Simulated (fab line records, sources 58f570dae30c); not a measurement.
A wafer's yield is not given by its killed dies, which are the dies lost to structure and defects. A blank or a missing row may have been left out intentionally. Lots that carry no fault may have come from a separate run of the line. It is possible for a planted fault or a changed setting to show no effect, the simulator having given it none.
What tool caused it?	flow berkeley_cmos170	21 wafers sampled from 7 lots at 1 step of a route of 331

WHAT EACH GAUGE READ, for each wafer
UCB170_M1_CD_MEAS_09 targets a cd of 700 nm.
lot	measured	on	cd_nm (nm)
L803	day 8 06:20	cd_sem-02	701.8 701.4 700.5
L805	day 8 21:49	cd_sem-01	700.1 700.7 700.4
L806	day 9 00:05	cd_sem-01	699.0 699.9 699.7
L812	day 9 21:16	cd_sem-01	697.7 698.6 698.2
L814	day 10 19:58	cd_sem-01	702.3 700.0 702.2
L818	day 11 21:59	cd_sem-02	699.2 699.7 701.0
L825	day 13 10:42	cd_sem-02	700.2 698.9 699.5

EACH LOT AND THE TOOL THAT RAN IT (in order: tool; ch and the chambers of the sampled wafers; start)
The record shows no process step preceding these readings.

THE ANSWER, worked out from the rows above alone
Rule: what is usual is taken from the lots themselves. Put in order of their means at a reading, lots are off if they are a third of the lots or fewer, leave a main group of 4 or more, and stand apart from it by a gap of 3 or more times the standard deviation of the main group's means; of several such gaps the widest counts. A main group whose means are all the same, to the digits that the tables above print for the reading, isn't used. Also off: a lot with no number at a reading for which 4 or more lots have one. Any other lot the step has rows for is counted as sound.
Across all readings shown, no lot is off: no conclusion can be drawn from this.

WHAT THE SIMULATOR PUT IN
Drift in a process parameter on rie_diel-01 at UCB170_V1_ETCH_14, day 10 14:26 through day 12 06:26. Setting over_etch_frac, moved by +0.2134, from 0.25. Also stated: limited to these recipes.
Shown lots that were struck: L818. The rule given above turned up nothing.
